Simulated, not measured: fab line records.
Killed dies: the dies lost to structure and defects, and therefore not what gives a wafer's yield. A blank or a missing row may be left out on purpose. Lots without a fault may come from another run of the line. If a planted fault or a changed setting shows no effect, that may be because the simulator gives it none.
Matching of chambers / flow berkeley_cmos170 / rie_diel-01 running UCB170_M2_ETCH_17: 4 sister chambers
The step etches BARC in N2/H2. 4 wafers are shown with their chamber, then 9 later ones without.

## WAFERS WITH THEIR CHAMBER
wafer=L077.5; chamber=2; throttle_valve_pct (%)=13.19
wafer=L086.5; chamber=3; throttle_valve_pct (%)=13.23
wafer=L087.3; chamber=1; throttle_valve_pct (%)=13.01
wafer=L087.4; chamber=0; throttle_valve_pct (%)=13.20

## WAFERS WITHOUT THEIR CHAMBER
wafer=L091.3; throttle_valve_pct (%)=13.22
wafer=L091.4; throttle_valve_pct (%)=12.99
wafer=L091.5; throttle_valve_pct (%)=13.21
wafer=L097.1; throttle_valve_pct (%)=13.00
wafer=L097.2; throttle_valve_pct (%)=13.21
wafer=L097.6; throttle_valve_pct (%)=13.22
wafer=L096.4; throttle_valve_pct (%)=13.17
wafer=L096.5; throttle_valve_pct (%)=13.01
wafer=L096.6; throttle_valve_pct (%)=13.22

## WHICH CHAMBER EACH ONE RAN IN
wafer=L091.3; from the rows above=can't be placed: 3 or 0 or 2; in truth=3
wafer=L091.4; from the rows above=1; in truth=1
wafer=L091.5; from the rows above=can't be placed: 0 or 3 or 2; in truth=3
wafer=L097.1; from the rows above=1; in truth=1
wafer=L097.2; from the rows above=can't be placed: 0 or 3 or 2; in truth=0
wafer=L097.6; from the rows above=can't be placed: 3 or 0 or 2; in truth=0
wafer=L096.4; from the rows above=can't be placed: 2 or 0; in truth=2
wafer=L096.5; from the rows above=1; in truth=1
wafer=L096.6; from the rows above=can't be placed: 3 or 0 or 2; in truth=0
Correct placement for 3 of the 9. Cannot be placed on the basis of these rows: 6; the candidates contain the true chamber in 6. Wrongly placed: 0.
How it was worked out, from the rows above alone: a wafer's distance from a chamber is the root of the sum, over the readings, of the square of ((its reading less the chamber's mean) divided by the reading's scatter). If the next closest chamber is less than 2 further off than the closest, the wafer can't be placed; otherwise it belongs to the closest. The mean given for a chamber averages the wafers shown for that chamber. The scatter: with one shown wafer a chamber, the root of the mean of the squares of how far each hidden wafer lies from its nearest shown one.
